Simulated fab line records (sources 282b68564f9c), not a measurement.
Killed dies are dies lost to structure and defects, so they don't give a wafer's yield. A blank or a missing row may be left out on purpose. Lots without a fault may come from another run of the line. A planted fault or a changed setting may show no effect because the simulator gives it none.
fab line records	flow rit_cmos
record lots=6	wafers=18	last_day=6
route steps=202 shown ACTIVE@3 FOX1@20 FOX2@23 NWELL@28 PWELL@39 M1@202
lots that met no fault: from a run of the same line without faults
start_h: hours from the record's opening day to when the first of the lot's shown wafers began	wait_h: how many hours have passed since the lot's step before this one	" identical to the entry in the row above	L1.1+2: several wafers, shown together as one row	- no value present, or no start provided	* or withheld: withheld	< > ~ a bound
route shown NAME@n: NAME is a module with steps in the file, n the number in the route of the first one	usual: mean/standard deviation taken from wafers without a fault	same: alike in all rows	chamber/n: place in a boat	sites: readings site by site	_std_site: the standard deviation of these	_edge_site: outer sites' mean less inner sites'	radius_mm: how far each site lies from the wafer's centre	mask NAME#n: copy n	behind: the tool/chamber that last shaped the wafer	hold: why the lot went on hold/how many hours it stayed there/how the hold came to an end	device: names the non-switching transistor (n, p or np)	end of line: at the end of the route, the tests of the same wafers	a step given without rows: its recipe and nothing more	killed: the dies lost at the first sort to structure and to defects; this is not the yield of the wafer	map: per-die view of a wafer (x killed, . not killed, _ where there is no die)
set.NAME: the setting as run; set.NAME@STEP: as run at that earlier step	model.NAME: the simulator's own value behind a step, which no gauge read
lots at some steps of the route; a table a step, a row a wafer
services: a tool's chamber out of use, with start hour (start_h, from the record's first day; less than 0 if before it), hours out, and reason
## steps
# step RIT_ACTIVE_THK_MEAS_02
# recipe reads=SiO2_of_ACTIVE_OXIDATION_01
# usual ACTIVE_OXIDE_THK=42.5/1
lot.wafer	tool	chamber	start_h	wait_h	ACTIVE_OXIDE_THK[nm]
L265.2	film_metro-02	-	22.06	0.0	43.0
L265.3	"	-	"	"	43.4
L265.4	"	-	"	"	43.6
L267.3	film_metro-03	-	32.07	0.0	42.3
L267.4	"	-	"	"	42.5
L267.6	"	-	"	"	42.7
L268.1	film_metro-03	-	37.61	0.0	43.0
L268.3	"	-	"	"	43.6
L268.4	"	-	"	"	43.3
L271.1	film_metro-01	-	52.05	0.0	42.4
L271.3	"	-	"	"	43.0
L271.4	"	-	"	"	42.7
L277.2	film_metro-03	-	82.06	0.0	41.3
L277.5	"	-	"	"	41.8
L277.6	"	-	"	"	41.8
L279.1	film_metro-02	-	92.05	0.0	41.4
L279.3	"	-	"	"	41.3
L279.6	"	-	"	"	41.1
# step RIT_ACTIVE_CVD_03
# recipe material=Si3N4	target_thk_nm=150	temp_c=810	precursor=SiH2Cl2/NH3	time_s=1500	pressure_mtorr=300	sih2cl2_flow_sccm=60	nh3_flow_sccm=150
# step RIT_ACTIVE_THK_MEAS_04
# recipe reads=Si3N4_of_ACTIVE_CVD_03
# usual ACTIVE_NITRIDE_THK=149.8/1.3
lot.wafer	tool	chamber	start_h	wait_h	ACTIVE_NITRIDE_THK[nm]
L265.2	film_metro-03	-	23.54	0.0	148.3
L265.3	"	-	"	"	147.4
L265.4	"	-	"	"	148.0
L267.3	film_metro-01	-	33.55	0.0	153.4
L267.4	"	-	"	"	152.3
L267.6	"	-	"	"	151.8
L268.1	film_metro-03	-	39.09	0.0	147.5
L268.3	"	-	"	"	147.3
L268.4	"	-	"	"	148.7
L271.1	film_metro-01	-	53.53	0.0	152.3
L271.3	"	-	"	"	151.4
L271.4	"	-	"	"	151.1
L277.2	film_metro-03	-	83.54	0.0	148.8
L277.5	"	-	"	"	150.2
L277.6	"	-	"	"	149.2
L279.1	film_metro-01	-	93.53	0.0	149.3
L279.3	"	-	"	"	149.3
L279.6	"	-	"	"	149.1
# step RIT_ACTIVE_HMDS_05
# recipe prime_time_s=60	prime_temp_c=140
# step RIT_ACTIVE_COAT_06
# recipe resist=NOVOLAK	spin_rpm=3250	resist_thk_nm=1000
# step RIT_ACTIVE_SOFTBAKE_07
# recipe resist=NOVOLAK	temp_c=90	time_s=60
# step RIT_ACTIVE_EXPOSE_08
# recipe mask_id=M1	na=0.6	source_shape=conventional	sigma_outer=0.6	target_cd_nm=1400	dose_mj=225
# step RIT_ACTIVE_PEB_09
# recipe resist=NOVOLAK	temp_c=withheld	time_s=withheld
# step RIT_ACTIVE_DEVELOP_10
# recipe resist=NOVOLAK	develop_time_s=50	dev_temp_c=23
# step RIT_ACTIVE_CD_MEAS_11
# recipe target_cd_nm=1400
# usual cd_nm=1400.3/2
lot.wafer	tool	chamber	start_h	wait_h	cd_nm
L265.2	cd_sem-02	-	24.46	-	1402.7
L265.3	"	-	"	"	1402.7
L265.4	"	-	"	"	1405.0
L267.3	cd_sem-01	-	34.48	-	1401.8
L267.4	"	-	"	"	1403.2
L267.6	"	-	"	"	1400.5
L268.1	cd_sem-01	-	40.00	-	1397.9
L268.3	"	-	"	"	1399.8
L268.4	"	-	"	"	1400.8
L271.1	cd_sem-02	-	54.56	-	1403.4
L271.3	"	-	"	"	1402.9
L271.4	"	-	"	"	1402.5
L277.2	cd_sem-01	-	84.46	-	1403.1
L277.5	"	-	"	"	1400.9
L277.6	"	-	"	"	1402.4
L279.1	cd_sem-01	-	94.44	-	1396.4
L279.3	"	-	"	"	1396.5
L279.6	"	-	"	"	1395.8
# step RIT_ACTIVE_HARDBAKE_12
# recipe resist=NOVOLAK	temp_c=140	time_s=60
# step RIT_ACTIVE_ETCH_13
# recipe stop_on=SiO2	chemistry=SF6	target=Si3N4	time_s=210	over_etch_frac=0.4	SF6_flow_sccm=200	pressure_mtorr=271.8	rf_w=125	target_depth_a=2100
# usual drypump_motor_current_A=5.8/0.41	oes_product_au=0.817/0.013	throttle_valve_pct=7.36/0.12
lot.wafer	tool	chamber	start_h	wait_h	drypump_motor_current_A	oes_product_au	rf_hours_counter_h	throttle_valve_pct
L265.2	rie_diel-01	0	24.71	0.1	6.0	0.812	4	7.42
L265.3	"	3	"	"	5.6	0.806	158	7.20
L265.4	"	2	"	"	5.4	0.796	61	7.54
L267.3	rie_diel-04	1	34.71	0.1	6.2	0.848	2	7.39
L267.4	"	3	"	"	5.0	0.816	89	7.22
L267.6	"	2	"	"	5.3	0.838	-	7.44
L268.1	rie_diel-02	3	40.27	0.1	6.3	0.798	2	7.25
L268.3	"	0	"	"	5.7	0.807	132	7.17
L268.4	"	2	"	"	5.4	0.827	2	7.39
L271.1	rie_diel-02	2	54.83	0.1	5.4	0.832	3	7.41
L271.3	"	0	"	"	5.7	0.810	132	7.18
L271.4	"	1	"	"	5.7	0.811	-	7.38
L277.2	rie_diel-02	1	84.71	0.1	5.7	0.802	142	7.38
L277.5	"	0	"	"	5.7	0.803	-	7.16
L277.6	"	3	"	"	6.3	0.800	-	7.27
L279.1	rie_diel-01	3	94.71	0.1	5.6	0.816	160	7.18
L279.3	"	2	"	"	5.4	0.801	63	7.56
L279.6	"	0	"	"	5.9	0.812	-	7.42
# step RIT_ACTIVE_STRIP_14
# recipe chemistry=O2	time_s=180	resist=NOVOLAK	platen_temp_c=withheld	power_w=500	pressure_mtorr=4000	o2_flow_sccm=4000
# usual drypump_motor_current_A=5.6/0.56
lot.wafer	tool	chamber	start_h	wait_h	drypump_motor_current_A	rf_hours_counter_h
L265.2	plasma_asher-03	1	24.84	0.1	6.1	39
L265.3	"	0	"	"	4.7	-
L265.4	"	1	"	"	6.1	-
L267.3	plasma_asher-03	1	34.90	0.1	6.1	-
L267.4	"	0	"	"	4.8	-
L267.6	"	0	"	"	4.7	-
L268.1	plasma_asher-04	1	40.40	0.1	6.2	22
L268.3	"	0	"	"	5.5	-
L268.4	"	1	"	"	6.2	-
L271.1	plasma_asher-03	1	54.97	0.1	6.1	42
L271.3	"	0	"	"	4.7	-
L271.4	"	1	"	"	6.1	-
L277.2	plasma_asher-04	1	84.84	0.1	6.1	26
L277.5	"	0	"	"	5.5	-
L277.6	"	1	"	"	6.1	-
L279.1	plasma_asher-04	1	94.84	0.1	6.2	27
L279.3	"	1	"	"	6.2	-
L279.6	"	1	"	"	6.2	-
# step RIT_ACTIVE_CD_MEAS_90
# recipe target_cd_nm=1400
# usual cd_nm=1400.2/2.1
lot.wafer	tool	chamber	start_h	wait_h	cd_nm
L265.2	cd_sem-02	-	25.04	0.1	1402.6
L265.3	"	-	"	"	1402.7
L265.4	"	-	"	"	1404.6
L267.3	cd_sem-01	-	35.06	0.1	1402.2
L267.4	"	-	"	"	1403.1
L267.6	"	-	"	"	1400.9
L268.1	cd_sem-01	-	40.58	0.1	1397.8
L268.3	"	-	"	"	1399.6
L268.4	"	-	"	"	1400.2
L271.1	cd_sem-02	-	55.14	0.1	1403.2
L271.3	"	-	"	"	1403.1
L271.4	"	-	"	"	1402.5
L277.2	cd_sem-02	-	85.04	0.1	1402.8
L277.5	"	-	"	"	1400.7
L277.6	"	-	"	"	1402.4
L279.1	cd_sem-02	-	95.02	0.1	1396.2
L279.3	"	-	"	"	1396.2
L279.6	"	-	"	"	1395.9
# step RIT_ACTIVE_CLEAN_15
# recipe chemistry=SC1	mix=3:3:50	time_s=600	temp_c=75
# step RIT_ACTIVE_CLEAN_16
# recipe chemistry=dHF	dilution=50:1	time_s=30
# step RIT_ACTIVE_CLEAN_17
# recipe chemistry=SC2	mix=3:3:50	time_s=600	temp_c=75	dry=n2_spin
# step RIT_FOX1_OXIDATION_00
# recipe temp_c=1100	ambient=H2O	target_thk_a=3507	p_h2o_torr=720	ox_time_s=1130
# step RIT_FOX1_THK_MEAS_01
# recipe reads=SiO2_of_FOX1_OXIDATION_00
# usual FOX1_OXIDE_THK=348/6.9
lot.wafer	tool	chamber	start_h	wait_h	FOX1_OXIDE_THK[nm]
L265.2	film_metro-04	-	28.02	0.0	358
L265.3	"	-	"	"	353
L265.4	"	-	"	"	356
L267.3	film_metro-01	-	38.95	0.0	347
L267.4	"	-	"	"	352
L267.6	"	-	"	"	341
L268.1	film_metro-01	-	42.38	0.0	344
L268.3	"	-	"	"	346
L268.4	"	-	"	"	350
L271.1	film_metro-01	-	56.94	0.0	333
L271.3	"	-	"	"	335
L271.4	"	-	"	"	331
L277.2	film_metro-04	-	87.68	0.0	346
L277.5	"	-	"	"	344
L277.6	"	-	"	"	351
L279.1	film_metro-01	-	96.85	0.0	352
L279.3	"	-	"	"	351
L279.6	"	-	"	"	357
# step RIT_FOX1_WET_ETCH_02
# recipe chemistry=BOE	target_depth_nm=350	time_s=390	temp_c=21.5	dry=n2_spin	dilution=10:1	target=SiO2
# step RIT_FOX2_OXIDATION_00
# recipe temp_c=1100	ambient=H2O	target_thk_a=3507	p_h2o_torr=720	ox_time_s=1181
# step RIT_FOX2_THK_MEAS_01
# recipe reads=SiO2_of_FOX2_OXIDATION_00
# usual FOX2_OXIDE_THK=359/8.3
lot.wafer	tool	chamber	start_h	wait_h	FOX2_OXIDE_THK[nm]
L265.2	film_metro-04	-	29.51	0.0	355
L265.3	"	-	"	"	356
L265.4	"	-	"	"	355
L267.3	film_metro-01	-	40.44	0.0	359
L267.4	"	-	"	"	354
L267.6	"	-	"	"	361
L268.1	film_metro-01	-	44.66	0.0	368
L268.3	"	-	"	"	369
L268.4	"	-	"	"	367
L271.1	film_metro-04	-	58.43	0.0	347
L271.3	"	-	"	"	344
L271.4	"	-	"	"	347
L277.2	film_metro-04	-	89.17	0.0	366
L277.5	"	-	"	"	364
L277.6	"	-	"	"	364
L279.1	film_metro-04	-	98.35	0.0	356
L279.3	"	-	"	"	359
L279.6	"	-	"	"	362
# step RIT_FOX2_CLEAN_02
# recipe chemistry=dHF	dilution=50:1	time_s=180
# step RIT_FOX2_WET_ETCH_03
# recipe chemistry=H3PO4	target=Si3N4	target_depth_nm=195	temp_c=165	time_s=2700
# step RIT_FOX2_THK_MEAS_90
# recipe reads=SiO2_of_FOX2_OXIDATION_00
# usual FIELD_OXIDE_LEFT_1_THK=332/8.3
lot.wafer	tool	chamber	start_h	wait_h	FIELD_OXIDE_LEFT_1_THK[nm]
L265.2	film_metro-04	-	30.38	0.0	328
L265.3	"	-	"	"	328
L265.4	"	-	"	"	327
L267.3	film_metro-04	-	41.31	0.0	331
L267.4	"	-	"	"	326
L267.6	"	-	"	"	333
L268.1	film_metro-01	-	45.54	0.0	341
L268.3	"	-	"	"	342
L268.4	"	-	"	"	340
L271.1	film_metro-04	-	59.31	0.0	320
L271.3	"	-	"	"	317
L271.4	"	-	"	"	320
L277.2	film_metro-01	-	90.05	0.0	339
L277.5	"	-	"	"	337
L277.6	"	-	"	"	336
L279.1	film_metro-03	-	99.29	0.0	329
L279.3	"	-	"	"	331
L279.6	"	-	"	"	335
# step RIT_NWELL_HMDS_00
# recipe prime_time_s=60	prime_temp_c=140
# step RIT_NWELL_COAT_01
# recipe resist=NOVOLAK	spin_rpm=2000	resist_thk_nm=1300
# step RIT_NWELL_SOFTBAKE_02
# recipe resist=NOVOLAK	temp_c=90	time_s=60
# step RIT_NWELL_EXPOSE_03
# recipe mask_id=M2	na=0.57	target_cd_nm=43900	dose_mj=250
# step RIT_NWELL_PEB_04
# recipe resist=NOVOLAK	temp_c=withheld	time_s=withheld
# step RIT_NWELL_DEVELOP_05
# recipe resist=NOVOLAK	develop_time_s=68	dev_temp_c=23
# step RIT_NWELL_OVL_MEAS_06
# usual NWELL_OVL=-0.5/1.3
lot.wafer	tool	chamber	start_h	wait_h	NWELL_OVL[nm]
L265.2	overlay-02	-	31.45	-	-0.5
L265.3	"	-	"	"	-3.6
L265.4	"	-	"	"	-0.2
L267.3	overlay-02	-	42.37	-	0.4
L267.4	"	-	"	"	1.7
L267.6	"	-	"	"	0.8
L268.1	overlay-02	-	46.51	-	-0.8
L268.3	"	-	"	"	0.1
L268.4	"	-	"	"	-0.7
L271.1	overlay-02	-	60.25	-	0.7
L271.3	"	-	"	"	0.8
L271.4	"	-	"	"	-0.1
L277.2	overlay-01	-	91.09	-	-0.6
L277.5	"	-	"	"	-0.5
L277.6	"	-	"	"	-1.4
L279.1	overlay-01	-	100.23	-	0.7
L279.3	"	-	"	"	0.8
L279.6	"	-	"	"	1.4
# step RIT_NWELL_HARDBAKE_07
# recipe resist=NOVOLAK	temp_c=140	time_s=120
# step RIT_NWELL_IMPLANT_08
# recipe species=P	energy_kev=170	dose_cm2=5e+13	tilt_deg=7
# step RIT_NWELL_STRIP_09
# recipe chemistry=O2	time_s=180	resist=NOVOLAK	platen_temp_c=withheld	power_w=500	pressure_mtorr=4000	o2_flow_sccm=4000
# usual drypump_motor_current_A=5.6/0.45
lot.wafer	tool	chamber	start_h	wait_h	drypump_motor_current_A	rf_hours_counter_h
L265.2	plasma_asher-01	0	31.99	0.1	5.7	40
L265.3	"	1	"	"	5.7	-
L265.4	"	0	"	"	5.7	-
L267.3	plasma_asher-03	0	42.85	0.1	4.7	-
L267.4	"	1	"	"	6.1	-
L267.6	"	0	"	"	4.7	-
L268.1	plasma_asher-02	1	46.95	0.1	5.9	41
L268.3	"	1	"	"	5.8	-
L268.4	"	0	"	"	5.5	-
L271.1	plasma_asher-02	0	60.69	0.1	5.5	42
L271.3	"	1	"	"	5.9	-
L271.4	"	0	"	"	5.5	-
L277.2	plasma_asher-02	0	91.52	0.1	5.4	45
L277.5	"	1	"	"	5.8	-
L277.6	"	0	"	"	5.5	-
L279.1	plasma_asher-03	0	100.67	0.1	4.7	47
L279.3	"	0	"	"	4.7	-
L279.6	"	1	"	"	6.1	-
# step RIT_NWELL_TW_MEAS_10
# usual NWELL_TW=2150/9.8
lot.wafer	tool	chamber	start_h	wait_h	NWELL_TW
L265.2	film_metro-02	-	32.18	0.1	2129
L265.3	"	-	"	"	2147
L265.4	"	-	"	"	2142
L267.3	film_metro-03	-	42.99	0.1	2142
L267.4	"	-	"	"	2136
L267.6	"	-	"	"	2137
L268.1	film_metro-02	-	47.13	0.1	2149
L268.3	"	-	"	"	2147
L268.4	"	-	"	"	2153
L271.1	film_metro-04	-	60.86	0.1	2154
L271.3	"	-	"	"	2153
L271.4	"	-	"	"	2150
L277.2	film_metro-02	-	91.71	0.1	2165
L277.5	"	-	"	"	2166
L277.6	"	-	"	"	2174
L279.1	film_metro-02	-	100.84	0.1	2162
L279.3	"	-	"	"	2172
L279.6	"	-	"	"	2167
# step RIT_PWELL_HMDS_00
# recipe prime_time_s=60	prime_temp_c=140
# step RIT_PWELL_COAT_01
# recipe resist=NOVOLAK	spin_rpm=2000	resist_thk_nm=1308
# step RIT_PWELL_SOFTBAKE_02
# recipe resist=NOVOLAK	temp_c=90	time_s=60
# step RIT_PWELL_EXPOSE_03
# recipe mask_id=M3	na=0.57	target_cd_nm=43700	dose_mj=250
# step RIT_PWELL_PEB_04
# recipe resist=NOVOLAK	temp_c=withheld	time_s=withheld
# step RIT_PWELL_DEVELOP_05
# recipe resist=NOVOLAK	develop_time_s=68	dev_temp_c=23
# step RIT_M1_PROBE_99
# usual killed_at_M0_to_M3=0.0/0.14	killed_at_front_end=6.5/3	killed_dies=6.6/3	killed_on_rim=1.7/1.3	killed_open=3.4/2.2	killed_short=3.3/1.7
# same gross_dies=264	killed_at_M4_up=0	killed_at_back_side=0	killed_at_contacts=0	killed_at_other=0
lot.wafer	tool	chamber	start_h	wait_h	killed_at_M0_to_M3	killed_at_front_end	killed_dies	killed_on_rim	killed_open	killed_short
L265.2	prober-01	-	68.57	0.1	0	15	15	4	10	5
L265.3	prober-01	-	68.62	0.2	0	10	10	1	7	3
L265.4	prober-01	-	68.67	0.2	0	7	7	2	3	4
L267.3	prober-01	-	79.05	0.2	0	8	8	3	4	4
L267.4	prober-01	-	79.10	0.2	1	38	39	3	5	4
L267.6	prober-01	-	79.20	0.2	0	40	40	3	2	5
L268.1	prober-02	-	83.67	0.1	0	7	7	1	4	3
L268.3	prober-02	-	83.77	0.2	0	8	8	3	5	3
L268.4	prober-02	-	83.82	0.2	0	7	7	1	6	1
L271.1	prober-01	-	96.85	0.1	0	7	7	1	4	3
L271.3	prober-01	-	96.95	0.2	0	41	41	5	9	3
L271.4	prober-01	-	97.00	0.2	0	7	7	3	6	1
L277.2	prober-01	-	127.87	0.1	0	5	5	2	2	3
L277.5	prober-01	-	128.02	0.2	0	5	5	0	2	3
L279.1	prober-01	-	138.36	0.1	0	9	9	5	7	2
L279.3	prober-01	-	138.46	0.2	0	6	6	2	2	4
L279.6	prober-01	-	138.61	0.2	0	1	1	1	0	1
# killed by level:class
L265.2 FOX1:geometric_particle:open=2 FOX2:geometric_particle:open=2 GATE:geometric_particle:short=2 SPACER:geometric_particle:open=2 SILICIDE:geometric_particle:open=2 FOX2:geometric_particle:short=1 GATE:geometric_particle:open=1 REOX:geometric_particle:open=1
L265.3 GATE:geometric_particle:open=4 FOX2:geometric_particle:open=2 FOX1:geometric_particle:open=1 FOX2:geometric_particle:short=1 GATE:geometric_particle:short=1 SPACER:geometric_particle:short=1
L265.4 GATE:geometric_particle:open=2 FOX2:geometric_particle:short=1 GATE:geometric_particle:short=1 SPACER:geometric_particle:short=1 SILICIDE:geometric_particle:short=1 SILICIDE:geometric_particle:open=1
L267.3 GATE:geometric_particle:short=2 GATE:geometric_particle:open=2 FOX2:geometric_particle:open=1 FOX2:geometric_particle:short=1 SPACER:geometric_particle:open=1 SILICIDE:geometric_particle:short=1
L267.4 ACTIVE:unspecified=30 GATE:geometric_particle:open=3 GATE:geometric_particle:short=2 SPACER:geometric_particle:short=1 SPACER:geometric_particle:open=1 SILICIDE:geometric_particle:open=1 M1:geometric_particle:short=1
L267.6 ACTIVE:unspecified=33 GATE:geometric_particle:short=2 FOX2:geometric_particle:short=1 FOX2:geometric_particle:open=1 GATE:geometric_particle:open=1 REOX:geometric_particle:short=1 SPACER:geometric_particle:short=1
L268.1 GATE:geometric_particle:short=3 SILICIDE:geometric_particle:open=2 FOX1:geometric_particle:open=1 SPACER:geometric_particle:open=1
L268.3 GATE:geometric_particle:open=3 SPACER:geometric_particle:short=2 FOX2:geometric_particle:open=1 GATE:geometric_particle:short=1 SPACER:geometric_particle:open=1
L268.4 SILICIDE:geometric_particle:open=3 FOX1:geometric_particle:open=1 FOX2:geometric_particle:open=1 GATE:geometric_particle:short=1 GATE:geometric_particle:open=1
L271.1 FOX1:geometric_particle:short=2 FOX1:geometric_particle:open=2 GATE:geometric_particle:short=1 SPACER:geometric_particle:open=1 SILICIDE:geometric_particle:open=1
L271.3 ACTIVE:unspecified=29 GATE:geometric_particle:open=4 REOX:geometric_particle:open=3 REOX:geometric_particle:short=2 FOX1:geometric_particle:open=1 FOX1:geometric_particle:short=1 SPACER:geometric_particle:open=1
L271.4 REOX:geometric_particle:open=3 FOX1:geometric_particle:open=1 FOX2:geometric_particle:short=1 FOX2:geometric_particle:open=1 SPACER:geometric_particle:open=1
L277.2 FOX1:geometric_particle:short=1 FOX2:geometric_particle:short=1 GATE:geometric_particle:open=1 REOX:geometric_particle:short=1 REOX:geometric_particle:open=1
L277.5 SILICIDE:geometric_particle:short=2 FOX1:geometric_particle:open=1 REOX:geometric_particle:short=1 SILICIDE:geometric_particle:open=1
L279.1 GATE:geometric_particle:open=3 REOX:geometric_particle:short=2 SILICIDE:geometric_particle:open=2 FOX1:geometric_particle:open=1 REOX:geometric_particle:open=1
L279.3 GATE:geometric_particle:open=2 REOX:geometric_particle:short=2 FOX1:geometric_particle:short=1 SPACER:geometric_particle:short=1
L279.6 SILICIDE:geometric_particle:short=1
# map L267.6 (x killed, . not)
________......._______
_____.....x.......____
____...............___
___.................__
__............x......_
__..................._
_.....................
_.....................
_..............x......
_.x....xxx.xxx........
__.......xxxxxx.....x_
__.......xxxxxxx....._
___x...xxxxxxxx.....__
____....xxxxx......___
_____.......xx....____
________......._______
# map L271.3 (x killed, . not)
________......x_______
_____...x.........____
____.....x.........___
___..........x......__
__..................._
__..................._
_..............x......
_.....................
_.............x.......
_......x..xxx.x.......
__.......xxxxxx...x.._
__..x...xxxxxx.....x._
___......xxxxxxx....__
____......x.xxx....___
_____......xx.xx..____
________......._______
## services
tool	chamber	start_h	hours	kind
rie_diel-04	3	16.98	12.8	repair
rie_diel-04	0	20.65	7.6	repair
rie_diel-01	-	27.14	0.1	repair
plasma_asher-03	-	36.07	1.1	repair
rie_diel-02	3	42.94	12.6	repair
rie_diel-01	0	59.10	5.6	repair
rie_diel-02	3	76.76	2.7	repair
rie_diel-01	-	76.79	0.7	repair
rie_diel-01	1	80.48	-	clean
rie_diel-01	1	80.48	23.1	scheduled_down
rie_diel-01	1	80.48	23.1	vent_cycle
## key
first_sign step=RIT_M1_PROBE_99	reading=killed_dies	direction=up	sigmas=11	usual=6.6	struck=40
effect step=RIT_M1_PROBE_99	reading=killed_at_front_end	direction=up	sigmas=11	usual=6.5	struck=39.7
met_at RIT_ACTIVE_STRIP_14
struck_wafers L267.4,L267.6,L271.3
tester_left_out L267,L271
onset_between 24.84 34.90
fault kind=chamber_particle_source	tool=plasma_asher-03	chamber=0	onset_h=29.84	steps=RIT_ACTIVE_STRIP_14	rate_per_visit_cm2=0.86022	end_h=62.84
# tester_left_out: of these lots the tester's yield and bins aren't shown, on N5 and GAA mostly nor the transistor test; their killed dies are dies lost to structure and defects alone, not to doping, threshold or leakage, so they don't give the yield
